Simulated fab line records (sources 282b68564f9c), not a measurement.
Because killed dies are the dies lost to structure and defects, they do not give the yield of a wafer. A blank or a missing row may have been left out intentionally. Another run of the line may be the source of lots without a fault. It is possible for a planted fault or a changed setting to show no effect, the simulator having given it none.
fab line records	flow rit-cmos
record lots=6	wafers=18	last-day=8
route steps=202 shown GATE@89 REOX@98 NLDD@103 PLDD@114 SPACER@125 SDANNEAL@155 M1@202
lots with no fault: from the same line, run without faults
start-h: the number of hours between the record's first day and the start of the first shown wafer of the lot	wait-h: hours since the lot's step before	" same as the row above	L1.1+2: several wafers, shown together as one row	- value missing, or start not given	* or withheld: withheld	< > ~ a bound
route shown NAME@n: a module of which the file shows steps, and the number in the route of the first	usual: mean/standard deviation taken from wafers without a fault	same: alike in all rows	chamber/n: place in a boat	sites: per-site readings	_std_site: standard deviation of those values	_edge_site: outer sites' mean less inner sites'	radius-mm: for every site, how far away it sits from the centre of the wafer	mask NAME#n: copy n	behind: the most recent tool/chamber to have shaped the wafer	hold: the reason the lot was held/the length of the hold in hours/how it ended	device: whichever transistor did not switch (one of n, p or np)	end of line: the route-end tests of the same wafers	for a step that has no rows: nothing shown but its recipe	killed: not the wafer's yield, but the dies lost to structure and defects at the first sort	map: dies across one wafer; x = killed, . = not, _ = none there
set.NAME: the run value of the setting; set.NAME@STEP: its run value at that earlier step	model.NAME: the simulator's own value behind a step, which no gauge read
lots at some steps of the route; a table a step, a row a wafer
services: the hour from which a tool's chamber was out of use, counted from the record's first day as start-h (under 0 if before that day), plus the number of hours and why
## steps
# step RIT_GATE_EXPOSE_13
# recipe mask-id=M6	na=0.6	source-shape=conventional	sigma-outer=0.6	target-cd-nm=150	dose-mj=380
# step RIT_GATE_PEB_14
# recipe resist=NOVOLAK	temp-c=withheld	time-s=withheld
# step RIT_GATE_DEVELOP_15
# recipe resist=NOVOLAK	develop-time-s=50	dev-temp-c=23
# step RIT_GATE_CD_MEAS_16
# recipe target-cd-nm=150
# usual cd-nm=151/3.1
lot.wafer	tool	chamber	start-h	wait-h	cd-nm
L991.3	cd-sem-01	-	51.85	-	155
L991.4	"	-	"	"	154
L991.6	"	-	"	"	155
L995.2	cd-sem-01	-	72.31	-	154
L995.4	"	-	"	"	152
L995.6	"	-	"	"	153
L102.2	cd-sem-01	-	102.78	-	146
L102.5	"	-	"	"	150
L102.6	"	-	"	"	147
L105.2	cd-sem-02	-	119.54	-	157
L105.3	"	-	"	"	156
L105.6	"	-	"	"	155
L112.1	cd-sem-02	-	152.84	-	148
L112.2	"	-	"	"	147
L112.6	"	-	"	"	148
L113.4	cd-sem-01	-	161.39	-	146
L113.5	"	-	"	"	149
L113.6	"	-	"	"	146
# step RIT_GATE_OVL_MEAS_17
# usual GATE_OVL=1.3/1.4
lot.wafer	tool	chamber	start-h	wait-h	GATE_OVL[nm]
L991.3	overlay-01	-	51.94	0.1	3.8
L991.4	"	-	"	"	4.2
L991.6	"	-	"	"	3.0
L995.2	overlay-02	-	72.42	0.1	2.9
L995.4	"	-	"	"	1.1
L995.6	"	-	"	"	2.0
L102.2	overlay-02	-	102.89	0.1	-0.5
L102.5	"	-	"	"	2.1
L102.6	"	-	"	"	1.5
L105.2	overlay-01	-	119.65	0.1	2.1
L105.3	"	-	"	"	-1.4
L105.6	"	-	"	"	0.7
L112.1	overlay-02	-	152.96	0.1	2.4
L112.2	"	-	"	"	3.6
L112.6	"	-	"	"	2.9
L113.4	overlay-02	-	161.47	0.1	1.6
L113.5	"	-	"	"	0.9
L113.6	"	-	"	"	-0.1
# step RIT_GATE_HARDBAKE_18
# recipe resist=NOVOLAK	temp-c=140	time-s=60
# step RIT_GATE_ETCH_19
# recipe chemistry=SF6/CHF3/O2	time-s=165	SF6_flow_sccm=30	CHF3_flow_sccm=30	O2_flow_sccm=5	target=poly-Si	pressure-mtorr=40	rf-w=160	target-depth-a=3125	over-etch-frac=0.25	stop-on=SiO2
# usual drypump-motor-current-A=6.0/0.41	oes-product-au=0.838/0.014	rf-fwd-power-W=159.4/0.54	throttle-valve-pct=10.20/0.18
lot.wafer	tool	chamber	start-h	wait-h	drypump-motor-current-A	oes-product-au	rf-fwd-power-W	rf-hours-counter-h	throttle-valve-pct
L991.3	rie-si-02	2	52.11	0.1	6.1	0.860	158.4	114	10.29
L991.4	"	3	"	"	6.3	0.853	159.7	47	10.05
L991.6	"	2	"	"	6.1	0.845	158.9	-	10.30
L995.2	rie-si-02	2	72.73	0.1	6.1	0.853	160.5	114	10.29
L995.4	"	0	"	"	5.6	0.837	159.5	95	10.02
L995.6	"	0	"	"	5.5	0.824	158.8	-	10.00
L102.2	rie-si-01	0	103.07	0.1	5.7	0.825	158.8	16	10.51
L102.5	"	0	"	"	5.7	0.822	158.5	-	10.52
L102.6	"	2	"	"	5.9	0.871	159.9	-	9.97
L105.2	rie-si-02	3	119.83	0.1	6.3	0.840	160.7	48	10.04
L105.3	"	2	"	"	6.1	0.851	159.4	115	10.29
L105.6	"	2	"	"	6.1	0.844	159.5	-	10.31
L112.1	rie-si-01	0	153.15	0.1	5.7	0.833	159.5	16	10.52
L112.2	"	2	"	"	5.9	0.871	159.6	3	9.97
L112.6	"	3	"	"	6.4	0.853	159.7	-	10.34
L113.4	rie-si-02	3	161.75	0.1	6.3	0.846	158.2	-	10.04
L113.5	"	1	"	"	6.4	0.835	159.6	-	10.21
L113.6	"	0	"	"	5.6	0.820	159.3	-	10.03
# step RIT_GATE_STRIP_20
# recipe chemistry=O2	time-s=180	resist=NOVOLAK	platen-temp-c=withheld	power-w=500	pressure-mtorr=4000	o2-flow-sccm=4000
# usual drypump-motor-current-A=5.6/0.37
lot.wafer	tool	chamber	start-h	wait-h	drypump-motor-current-A	rf-hours-counter-h
L991.3	plasma-asher-01	1	52.28	0.1	5.6	-
L991.4	"	0	"	"	5.4	-
L991.6	"	1	"	"	5.5	-
L995.2	plasma-asher-02	0	72.84	0.1	6.1	40
L995.4	"	0	"	"	6.1	-
L995.6	"	0	"	"	6.1	-
L102.2	plasma-asher-01	0	103.17	0.1	5.4	30
L102.5	"	0	"	"	5.4	-
L102.6	"	1	"	"	5.5	-
L105.2	plasma-asher-02	1	119.93	0.1	5.3	45
L105.3	"	1	"	"	5.3	-
L105.6	"	0	"	"	6.1	-
L112.1	plasma-asher-02	0	153.25	0.1	6.1	49
L112.2	"	1	"	"	5.3	49
L112.6	"	0	"	"	6.1	-
L113.4	plasma-asher-02	1	161.86	0.1	5.3	-
L113.5	"	0	"	"	6.1	-
L113.6	"	1	"	"	5.2	-
# step RIT_GATE_CD_MEAS_90
# recipe target-cd-nm=150
# usual cd-nm=151/3.1
lot.wafer	tool	chamber	start-h	wait-h	cd-nm
L991.3	cd-sem-01	-	52.44	0.1	155
L991.4	"	-	"	"	154
L991.6	"	-	"	"	155
L995.2	cd-sem-02	-	73.03	0.1	154
L995.4	"	-	"	"	152
L995.6	"	-	"	"	153
L102.2	cd-sem-02	-	103.37	0.1	147
L102.5	"	-	"	"	149
L102.6	"	-	"	"	148
L105.2	cd-sem-01	-	120.13	0.1	158
L105.3	"	-	"	"	157
L105.6	"	-	"	"	155
L112.1	cd-sem-01	-	153.43	0.1	148
L112.2	"	-	"	"	147
L112.6	"	-	"	"	148
L113.4	cd-sem-02	-	162.04	0.1	147
L113.5	"	-	"	"	149
L113.6	"	-	"	"	146
# step RIT_REOX_CLEAN_00
# recipe chemistry=SC1	mix=3:3:50	time-s=600	temp-c=75
# step RIT_REOX_CLEAN_01
# recipe chemistry=dHF	dilution=50:1	time-s=30
# step RIT_REOX_CLEAN_02
# recipe chemistry=SC2	mix=3:3:50	time-s=600	temp-c=75	dry=n2-spin
# step RIT_REOX_OXIDATION_03
# recipe temp-c=900	ambient=O2	target-thk-a=252	ox-time-s=5580
lot.wafer	tool	chamber	start-h	wait-h	model.SiO2_of_REOX_OXIDATION_03.thk-nm	model.poly-Si_of_GATE_CVD_08.thk-nm
L991.3	furnace-04	0	54.46	1.6	24.99	232
L991.4	"	0	"	"	24.73	233.9
L991.6	"	0	"	"	24.81	231.2
L995.2	furnace-03	0	73.50	0.0	24.99	232.6
L995.4	"	0	"	"	24.76	232.9
L995.6	"	0	"	"	24.87	231
L102.2	furnace-04	0	104.45	0.6	33.34	228
L102.5	"	0	"	"	33.28	227.7
L102.6	"	0	"	"	33.09	227.6
L105.2	furnace-04	0	121.95	1.4	32.55	225
L105.3	"	0	"	"	32.17	226.2
L105.6	"	0	"	"	32.81	227.1
L112.1	furnace-03	0	155.44	1.5	25.2	234.7
L112.2	"	0	"	"	25.66	236.2
L112.6	"	0	"	"	25.13	234.1
L113.4	furnace-03	0	162.59	0.1	25.38	230.6
L113.5	"	0	"	"	25.16	229.7
L113.6	"	0	"	"	24.94	231.4
# step RIT_REOX_THK_MEAS_04
# recipe reads=SiO2_of_REOX_OXIDATION_03
# usual REOX_OXIDE_THK=25.0/0.52
lot.wafer	tool	chamber	start-h	wait-h	REOX_OXIDE_THK[nm]
L991.3	film-metro-03	-	57.03	0.0	25.0
L991.4	"	-	"	"	24.8
L991.6	"	-	"	"	24.8
L995.2	film-metro-03	-	76.06	0.0	25.0
L995.4	"	-	"	"	24.7
L995.6	"	-	"	"	24.9
L102.2	film-metro-02	-	107.01	0.0	33.4
L102.5	"	-	"	"	33.3
L102.6	"	-	"	"	33.1
L105.2	film-metro-03	-	124.51	0.0	32.5
L105.3	"	-	"	"	32.2
L105.6	"	-	"	"	32.8
L112.1	film-metro-01	-	157.99	0.0	25.2
L112.2	"	-	"	"	25.6
L112.6	"	-	"	"	25.2
L113.4	film-metro-03	-	165.17	0.0	25.4
L113.5	"	-	"	"	25.2
L113.6	"	-	"	"	24.9
# step RIT_NLDD_HMDS_00
# recipe prime-time-s=60	prime-temp-c=140
# step RIT_NLDD_COAT_01
# recipe resist=NOVOLAK	spin-rpm=3250	resist-thk-nm=1000
# step RIT_NLDD_SOFTBAKE_02
# recipe resist=NOVOLAK	temp-c=90	time-s=60
# step RIT_NLDD_EXPOSE_03
# recipe mask-id=M7	na=0.57	target-cd-nm=40700	dose-mj=250
# step RIT_NLDD_PEB_04
# recipe resist=NOVOLAK	temp-c=withheld	time-s=withheld
# step RIT_NLDD_DEVELOP_05
# recipe resist=NOVOLAK	develop-time-s=50	dev-temp-c=23
# step RIT_NLDD_OVL_MEAS_06
# usual NLDD_OVL=-0.3/1.6
lot.wafer	tool	chamber	start-h	wait-h	NLDD_OVL[nm]
L991.3	overlay-02	-	58.06	-	0.7
L991.4	"	-	"	"	3.6
L991.6	"	-	"	"	2.0
L995.2	overlay-02	-	77.13	-	0.0
L995.4	"	-	"	"	-0.4
L995.6	"	-	"	"	0.2
L102.2	overlay-02	-	107.92	-	-0.9
L102.5	"	-	"	"	-1.8
L102.6	"	-	"	"	-2.1
L105.2	overlay-01	-	125.41	-	-1.6
L105.3	"	-	"	"	-2.6
L105.6	"	-	"	"	-1.9
L112.1	overlay-02	-	159.02	-	0.8
L112.2	"	-	"	"	2.0
L112.6	"	-	"	"	-0.1
L113.4	overlay-02	-	166.19	-	0.2
L113.5	"	-	"	"	-0.4
L113.6	"	-	"	"	-0.7
# step RIT_NLDD_HARDBAKE_07
# recipe resist=NOVOLAK	temp-c=140	time-s=60
# step RIT_NLDD_IMPLANT_08
# recipe species=P	energy-kev=20	dose-cm2=5e+14	tilt-deg=7
# step RIT_NLDD_STRIP_09
# recipe chemistry=O2	time-s=180	resist=NOVOLAK	platen-temp-c=withheld	power-w=500	pressure-mtorr=4000	o2-flow-sccm=4000
# usual drypump-motor-current-A=5.9/0.45
lot.wafer	tool	chamber	start-h	wait-h	drypump-motor-current-A	rf-hours-counter-h
L991.3	plasma-asher-01	1	58.44	0.1	5.5	-
L991.4	"	0	"	"	5.4	-
L991.6	"	1	"	"	5.6	-
L995.2	plasma-asher-01	0	77.46	0.1	5.4	27
L995.4	"	1	"	"	5.5	-
L995.6	"	1	"	"	5.6	-
L102.2	plasma-asher-01	1	108.25	0.1	5.6	30
L102.5	"	0	"	"	5.4	-
L102.6	"	1	"	"	5.6	-
L105.2	plasma-asher-03	1	125.75	0.1	6.4	48
L105.3	"	1	"	"	6.3	-
L105.6	"	0	"	"	6.4	-
L112.1	plasma-asher-03	1	159.36	0.1	6.3	52
L112.2	"	0	"	"	6.4	52
L112.6	"	1	"	"	6.3	-
L113.4	plasma-asher-01	0	166.57	0.1	5.4	-
L113.5	"	1	"	"	5.6	-
L113.6	"	0	"	"	5.4	-
# step RIT_NLDD_TW_MEAS_10
# usual NLDD_TW=2487/20
lot.wafer	tool	chamber	start-h	wait-h	NLDD_TW
L991.3	film-metro-04	-	58.58	0.1	2456
L991.4	"	-	"	"	2462
L991.6	"	-	"	"	2454
L995.2	film-metro-01	-	77.64	0.1	2525
L995.4	"	-	"	"	2510
L995.6	"	-	"	"	2509
L102.2	film-metro-04	-	108.43	0.1	2442
L102.5	"	-	"	"	2452
L102.6	"	-	"	"	2468
L105.2	film-metro-04	-	125.94	0.1	2472
L105.3	"	-	"	"	2454
L105.6	"	-	"	"	2468
L112.1	film-metro-01	-	159.54	0.1	2504
L112.2	"	-	"	"	2506
L112.6	"	-	"	"	2504
L113.4	film-metro-04	-	166.72	0.1	2481
L113.5	"	-	"	"	2459
L113.6	"	-	"	"	2466
# step RIT_PLDD_HMDS_00
# recipe prime-time-s=60	prime-temp-c=140
# step RIT_PLDD_COAT_01
# recipe resist=NOVOLAK	spin-rpm=3250	resist-thk-nm=1000
# step RIT_PLDD_SOFTBAKE_02
# recipe resist=NOVOLAK	temp-c=90	time-s=60
# step RIT_PLDD_EXPOSE_03
# recipe mask-id=M8	na=0.57	target-cd-nm=40900	dose-mj=250
# step RIT_PLDD_PEB_04
# recipe resist=NOVOLAK	temp-c=withheld	time-s=withheld
# step RIT_PLDD_DEVELOP_05
# recipe resist=NOVOLAK	develop-time-s=50	dev-temp-c=23
# step RIT_PLDD_OVL_MEAS_06
# usual PLDD_OVL=-1.5/1.3
lot.wafer	tool	chamber	start-h	wait-h	PLDD_OVL[nm]
L991.3	overlay-01	-	59.60	-	-0.8
L991.4	"	-	"	"	-2.7
L991.6	"	-	"	"	-2.2
L995.2	overlay-02	-	78.67	-	-0.3
L995.4	"	-	"	"	0.9
L995.6	"	-	"	"	1.4
L102.2	overlay-01	-	109.34	-	-2.5
L102.5	"	-	"	"	-3.5
L102.6	"	-	"	"	-3.8
L105.2	overlay-02	-	126.97	-	-2.3
L105.3	"	-	"	"	-4.0
L105.6	"	-	"	"	-2.7
L112.1	overlay-02	-	160.57	-	-0.3
L112.2	"	-	"	"	-0.6
L112.6	"	-	"	"	-0.8
L113.4	overlay-02	-	167.61	-	-0.2
L113.5	"	-	"	"	0.2
L113.6	"	-	"	"	-1.6
# step RIT_PLDD_HARDBAKE_07
# recipe resist=NOVOLAK	temp-c=140	time-s=60
# step RIT_PLDD_IMPLANT_08
# recipe species=BF2	energy-kev=20	dose-cm2=9e+14	tilt-deg=7
# step RIT_PLDD_STRIP_09
# recipe chemistry=O2	time-s=180	resist=NOVOLAK	platen-temp-c=withheld	power-w=500	pressure-mtorr=4000	o2-flow-sccm=4000
# usual drypump-motor-current-A=5.9/0.51
lot.wafer	tool	chamber	start-h	wait-h	drypump-motor-current-A	rf-hours-counter-h
L991.3	plasma-asher-02	0	59.98	0.1	6.1	-
L991.4	"	1	"	"	5.3	-
L991.6	"	1	"	"	5.3	-
L995.2	plasma-asher-03	1	79.00	0.1	6.3	43
L995.4	"	0	"	"	6.4	-
L995.6	"	0	"	"	6.4	-
L102.2	plasma-asher-02	1	109.67	0.1	5.3	44
L102.5	"	1	"	"	5.2	-
L102.6	"	0	"	"	6.1	-
L105.2	plasma-asher-02	0	127.30	0.1	6.1	46
L105.3	"	0	"	"	6.1	-
L105.6	"	0	"	"	6.1	-
L112.1	plasma-asher-03	1	161.10	0.1	6.3	52
L112.2	"	0	"	"	6.4	52
L112.6	"	0	"	"	6.4	-
L113.4	plasma-asher-02	0	167.99	0.1	6.1	-
L113.5	"	0	"	"	6.1	-
L113.6	"	1	"	"	5.2	-
# step RIT_PLDD_TW_MEAS_10
# usual PLDD_TW=2344/19
lot.wafer	tool	chamber	start-h	wait-h	PLDD_TW
L991.3	film-metro-04	-	60.12	0.1	2315
L991.4	"	-	"	"	2315
L991.6	"	-	"	"	2331
L995.2	film-metro-04	-	79.19	0.1	2338
L995.4	"	-	"	"	2339
L995.6	"	-	"	"	2321
L102.2	film-metro-01	-	109.85	0.1	2357
L102.5	"	-	"	"	2353
L102.6	"	-	"	"	2336
L105.2	film-metro-02	-	127.49	0.1	2333
L105.3	"	-	"	"	2347
L105.6	"	-	"	"	2353
L112.1	film-metro-01	-	161.28	0.1	2346
L112.2	"	-	"	"	2357
L112.6	"	-	"	"	2346
L113.4	film-metro-02	-	168.14	0.1	2345
L113.5	"	-	"	"	2367
L113.6	"	-	"	"	2358
# step RIT_SPACER_CLEAN_00
# recipe chemistry=SC1	mix=3:3:50	time-s=600	temp-c=75
lot.wafer	tool	chamber	start-h	wait-h	model.SiO2_of_REOX_OXIDATION_03.thk-nm
L991.3	wet-bench-01	1	60.16	0.0	23.1
L991.4	"	1	"	"	22.85
L991.6	"	1	"	"	22.93
L995.2	wet-bench-01	2	79.24	0.0	23.09
L995.4	"	2	"	"	22.87
L995.6	"	2	"	"	22.97
L102.2	wet-bench-02	2	109.90	0.0	30.79
L102.5	"	2	"	"	30.73
L102.6	"	2	"	"	30.56
L105.2	wet-bench-02	3	127.54	0.0	30
L105.3	"	3	"	"	29.65
L105.6	"	3	"	"	30.26
L112.1	wet-bench-01	1	161.34	0.1	23.27
L112.2	"	1	"	"	23.7
L112.6	"	1	"	"	23.22
L113.4	wet-bench-01	0	168.17	0.0	23.46
L113.5	"	0	"	"	23.25
L113.6	"	0	"	"	23.04
# step RIT_SPACER_CLEAN_01
# recipe chemistry=dHF	dilution=50:1	time-s=30
# step RIT_SPACER_CLEAN_02
# recipe chemistry=SC2	mix=3:3:50	time-s=600	temp-c=75	dry=n2-spin
# step RIT_SPACER_CVD_03
# recipe material=Si3N4	target-thk-nm=250	temp-c=810	precursor=SiH2Cl2/NH3	time-s=3300	pressure-mtorr=300	sih2cl2-flow-sccm=60	nh3-flow-sccm=150
# step RIT_SPACER_THK_MEAS_04
# recipe reads=Si3N4_of_SPACER_CVD_03
# usual SPACER_NITRIDE_THK=248.7/2.4
lot.wafer	tool	chamber	start-h	wait-h	SPACER_NITRIDE_THK[nm]
L991.3	film-metro-04	-	64.76	0.0	248.5
L991.4	"	-	"	"	247.8
L991.6	"	-	"	"	248.1
L995.2	film-metro-01	-	81.56	0.0	245.7
L995.4	"	-	"	"	246.6
L995.6	"	-	"	"	244.5
L102.2	film-metro-03	-	112.20	0.0	248.0
L102.5	"	-	"	"	247.6
L102.6	"	-	"	"	246.6
L105.2	film-metro-03	-	130.18	0.0	246.9
L105.3	"	-	"	"	247.7
L105.6	"	-	"	"	249.9
L112.1	film-metro-04	-	163.67	0.0	242.2
L112.2	"	-	"	"	246.9
L112.6	"	-	"	"	246.0
L113.4	film-metro-01	-	170.48	0.0	248.8
L113.5	"	-	"	"	247.5
L113.6	"	-	"	"	247.2
# step RIT_SPACER_ETCHBACK_05
# recipe target-depth-a=2500	SF6_flow_sccm=30	CHF3_flow_sccm=30	target=Si3N4	chemistry=SF6/CHF3	pressure-mtorr=40	rf-w=250	time-s=240	stop-on=SiO2
# usual drypump-motor-current-A=5.6/0.53	oes-product-au=0.834/0.016	rf-fwd-power-W=249.4/0.79	throttle-valve-pct=10.27/0.14
lot.wafer	tool	chamber	start-h	wait-h	drypump-motor-current-A	oes-product-au	rf-fwd-power-W	rf-hours-counter-h	throttle-valve-pct
L991.3	rie-diel-03	2	64.80	0.0	4.7	0.861	248.9	123	10.11
L991.4	"	0	"	"	5.8	0.821	249.2	74	10.35
L991.6	"	2	"	"	4.7	0.862	248.8	-	10.12
L995.2	rie-diel-04	1	81.61	0.0	6.1	0.825	249.9	24	10.32
L995.4	"	3	"	"	4.9	0.839	250.6	2	10.22
L995.6	"	1	"	"	6.1	0.828	250.4	-	10.32
L102.2	rie-diel-04	1	112.25	0.0	6.1	0.832	248.7	25	10.32
L102.5	"	3	"	"	4.8	0.829	248.9	-	10.21
L102.6	"	2	"	"	5.2	0.821	250.6	-	10.17
L105.2	rie-diel-04	2	130.23	0.0	5.2	0.811	249.8	20	10.17
L105.3	"	3	"	"	4.8	0.834	248.7	3	10.21
L105.6	"	3	"	"	4.8	0.842	249.3	-	10.21
L112.1	rie-diel-03	0	163.73	0.1	5.8	0.806	249.2	76	10.37
L112.2	"	2	"	"	4.7	0.850	250.0	124	10.10
L112.6	"	0	"	"	5.9	0.811	248.4	-	10.38
L113.4	rie-diel-03	0	170.58	0.1	5.8	0.823	249.8	-	10.37
L113.5	"	3	"	"	5.1	0.836	250.0	-	10.26
L113.6	"	2	"	"	4.7	0.855	249.5	-	10.12
# step RIT_SDANNEAL_CLEAN_02
# recipe chemistry=SC2	mix=3:3:50	time-s=600	temp-c=75	dry=n2-spin
lot.wafer	tool	chamber	start-h	wait-h	model.poly-Si_of_GATE_CVD_08.thk-nm
L991.3	wet-bench-04	2	68.36	0.0	161
L991.4	"	2	"	"	162.5
L991.6	"	2	"	"	160.7
L995.2	wet-bench-04	3	84.94	0.0	162.5
L995.4	"	3	"	"	161.6
L995.6	"	3	"	"	160.5
L102.2+6	wet-bench-03	3	115.68	0.0	157.7
L102.5	"	3	"	"	156.9
L105.2	wet-bench-03	1	133.41	0.0	154.7
L105.3	"	1	"	"	154.6
L105.6	"	1	"	"	156.1
L112.1	wet-bench-04	0	167.20	0.0	163.3
L112.2	"	0	"	"	166.4
L112.6	"	0	"	"	162.8
L113.4	wet-bench-03	2	173.69	0.0	159.5
L113.5	"	2	"	"	160.1
L113.6	"	2	"	"	161.2
# step RIT_M1_PROBE_99
# usual killed_at_M0_to_M3=0.0/0.14	killed-at-contacts=0.1/0.27	killed-at-front-end=6.5/2.8	killed-dies=6.6/2.8	killed-open=3.5/2	killed-short=3.2/1.8
# same gross-dies=264	killed_at_M4_up=0	killed-at-back-side=0	killed-at-other=0
lot.wafer	tool	chamber	start-h	wait-h	killed_at_M0_to_M3	killed-at-contacts	killed-at-front-end	killed-dies	killed-open	killed-short	model.etest.pmos-turned.r-on-ohm-um	model.etest.pmos_0p3.r-on-ohm-um	model.etest.pmos_0p15.r-on-ohm-um	model.etest.pldd.rs-ohm-sq	model.etest.nmos_0p15.r-on-ohm-um	model.etest.nmos_0p3.r-on-ohm-um	model.etest.nldd.rs-ohm-sq	model.etest.pldd.line-ohm-um
L991.3	prober-02	-	76.12	0.2	0	0	11	11	4	7	3334	6187	2733	439.6	1174	2200	366.8	137.4
L991.4	prober-02	-	76.17	0.2	0	0	9	9	5	4	3280	6080	2699	426.3	1170	2177	368.3	134.1
L991.6	prober-02	-	76.27	0.2	0	0	13	13	6	7	3266	6018	2684	431.5	1154	2159	365.8	134.6
L995.2	prober-01	-	92.75	0.1	0	0	5	5	2	3	3604	6506	2927	508.6	1156	2190	369.2	162.5
L995.4	prober-01	-	92.85	0.2	0	0	8	8	7	1	3551	6435	2896	498.5	1166	2220	362.2	159
L995.6	prober-01	-	92.95	0.2	0	0	7	7	5	2	3554	6494	2915	504.8	1161	2182	366.3	157.7
L102.2	prober-02	-	123.32	0.1	0	0	9	9	5	4	8987	7724	4192	1482	1529	2562	625.2	460.6
L102.5	prober-02	-	123.47	0.2	0	0	6	6	3	3	9143	7942	4367	1476	1574	2587	622.8	462.2
L102.6	prober-02	-	123.52	0.2	0	0	12	12	6	6	8323	7733	4144	1435	1514	2534	613.1	451.9
L105.2	prober-02	-	141.28	0.1	0	0	2	2	0	2	6086	7224	3814	1071	1596	2565	639	334.7
L105.3	prober-02	-	141.33	0.2	0	0	7	7	5	2	5783	7182	3742	1008	1573	2553	616.8	314.2
L105.6	prober-02	-	141.48	0.2	1	0	7	8	6	2	6359	7273	3845	1104	1603	2562	642.9	342.6
L112.1	prober-01	-	174.73	0.1	0	0	6	6	4	2	3405	6282	2727	499.9	1153	2187	363.3	157.4
L112.2	prober-01	-	174.78	0.1	0	0	10	10	4	6	3499	6364	2753	525.9	1114	2199	372.3	167.1
L112.6	prober-01	-	174.98	0.2	0	0	6	6	2	4	3389	6244	2720	495.8	1125	2189	362.4	159.2
L113.4	prober-02	-	181.54	0.2	0	0	8	8	5	3	3372	6381	2713	497.4	1167	2241	402.3	156.4
L113.5	prober-02	-	181.59	0.2	0	1	4	5	2	3	3337	6289	2719	486.1	1152	2207	398	151.4
L113.6	prober-02	-	181.64	0.2	0	0	6	6	5	1	3270	6295	2640	474.8	1138	2195	392.6	148.4
# killed by level:class
L991.3 GATE:geometric-particle:short=2 SILICIDE:geometric-particle:short=2 FOX1:geometric-particle:short=1 FOX1:geometric-particle:open=1 GATE:geometric-particle:open=1 REOX:geometric-particle:short=1 REOX:geometric-particle:open=1 SPACER:geometric-particle:short=1
L991.4 FOX2:geometric-particle:short=2 FOX2:geometric-particle:open=2 REOX:geometric-particle:short=2 SILICIDE:geometric-particle:open=2 FOX1:geometric-particle:open=1
L991.6 FOX1:geometric-particle:short=3 FOX1:geometric-particle:open=2 GATE:geometric-particle:short=2 GATE:geometric-particle:open=2 REOX:geometric-particle:short=2 REOX:geometric-particle:open=1 SPACER:geometric-particle:open=1
L995.2 REOX:geometric-particle:open=2 FOX1:geometric-particle:short=1 GATE:geometric-particle:short=1 SILICIDE:geometric-particle:short=1
L995.4 GATE:geometric-particle:open=3 SPACER:geometric-particle:open=2 FOX1:geometric-particle:open=1 FOX2:geometric-particle:open=1 SPACER:geometric-particle:short=1
L995.6 GATE:geometric-particle:open=2 ACTIVE:geometric-particle:open=1 FOX1:geometric-particle:open=1 GATE:geometric-particle:short=1 REOX:geometric-particle:open=1 SILICIDE:geometric-particle:short=1
L102.2 FOX2:geometric-particle:short=3 FOX2:geometric-particle:open=1 GATE:geometric-particle:open=1 REOX:geometric-particle:open=1 REOX:geometric-particle:short=1 SPACER:geometric-particle:open=1 SILICIDE:geometric-particle:open=1
L102.5 SPACER:geometric-particle:open=3 GATE:geometric-particle:short=1 REOX:geometric-particle:short=1 SPACER:geometric-particle:short=1
L102.6 SILICIDE:geometric-particle:open=5 SILICIDE:geometric-particle:short=3 FOX1:geometric-particle:short=1 FOX2:geometric-particle:short=1 GATE:geometric-particle:short=1 SPACER:geometric-particle:open=1
L105.2 FOX1:geometric-particle:short=1 GATE:geometric-particle:short=1
L105.3 GATE:geometric-particle:open=4 FOX1:geometric-particle:short=1 GATE:geometric-particle:short=1 REOX:geometric-particle:open=1
L105.6 GATE:geometric-particle:open=3 FOX2:geometric-particle:open=1 REOX:geometric-particle:open=1 REOX:geometric-particle:short=1 SPACER:geometric-particle:open=1 M1:geometric-particle:short=1
L112.1 FOX1:geometric-particle:open=1 FOX2:geometric-particle:open=1 GATE:geometric-particle:short=1 GATE:geometric-particle:open=1 REOX:geometric-particle:open=1 SPACER:geometric-particle:short=1
L112.2 GATE:geometric-particle:open=3 FOX1:geometric-particle:short=2 GATE:geometric-particle:short=2 FOX2:geometric-particle:short=1 REOX:geometric-particle:short=1 SPACER:geometric-particle:open=1
L112.6 GATE:geometric-particle:short=3 FOX2:geometric-particle:open=2 SILICIDE:geometric-particle:short=1
L113.4 SPACER:geometric-particle:open=3 GATE:geometric-particle:short=2 GATE:geometric-particle:open=1 SPACER:geometric-particle:short=1 SILICIDE:geometric-particle:open=1
L113.5 GATE:geometric-particle:open=1 GATE:geometric-particle:short=1 REOX:geometric-particle:short=1 SPACER:geometric-particle:short=1 CONTACT:geometric-particle:open=1
L113.6 GATE:geometric-particle:open=3 SPACER:geometric-particle:open=1 SPACER:geometric-particle:short=1 SILICIDE:geometric-particle:open=1
## services
tool	chamber	start-h	hours	kind
rie-si-01	2	29.56	3.0	repair
rie-diel-04	0	31.99	3.3	repair
plasma-asher-01	-	34.36	1.2	repair
rie-si-01	3	35.14	3.3	repair
rie-diel-04	-	52.58	4.0	pm
rie-diel-04	1	70.78	9.5	repair
rie-si-02	-	88.55	1.3	repair
rie-si-02	0	95.80	2.2	repair
rie-si-01	3	102.43	-	clean
rie-si-01	3	102.43	20.4	scheduled-down
rie-si-01	3	102.43	20.4	vent-cycle
wet-bench-01	-	103.50	16.0	repair
plasma-asher-02	-	105.30	1.3	repair
rie-diel-04	-	133.04	5.4	repair
rie-diel-03	1	133.42	47.9	repair
furnace-04	-	142.22	4.1	pm
plasma-asher-03	-	144.51	2.1	repair
rie-diel-03	2	153.33	5.1	repair
rie-si-02	2	158.88	5.2	repair
## key
first-sign step=RIT_REOX_THK_MEAS_04	reading=REOX_OXIDE_THK	direction=up	sigmas=15	usual=25.0	struck=32.9
effect none on later readings
model-effect step=RIT_REOX_OXIDATION_03	value=SiO2_of_REOX_OXIDATION_03.thk-nm	without=25.01	struck=32.87
model-effect step=RIT_SPACER_CLEAN_00	value=SiO2_of_REOX_OXIDATION_03.thk-nm	without=23.08	struck=30.33
model-effect step=RIT_SDANNEAL_CLEAN_02	value=poly-Si_of_GATE_CVD_08.thk-nm	without=160.2	struck=156.3
model-effect step=RIT_M1_PROBE_99	value=etest.pmos-turned.r-on-ohm-um	without=3365	struck=7447
met-at RIT_REOX_OXIDATION_03
struck-wafers L102.2,L102.5,L102.6,L105.2,L105.3,L105.6
tester-left-out L102,L105
onset-between 54.46 104.45
fault kind=process-parameter-drift	tool=furnace-04	chamber=-	onset-h=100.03	steps=RIT_REOX_OXIDATION_03	channel=ox-time-s	offset=*	shape=step	end-h=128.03	acts-in=*	stated=*
# tester-left-out: of these lots the tester's yield and bins aren't shown, on N5 and GAA mostly nor the transistor test; their killed dies are dies lost to structure and defects alone, not to doping, threshold or leakage, so they don't give the yield
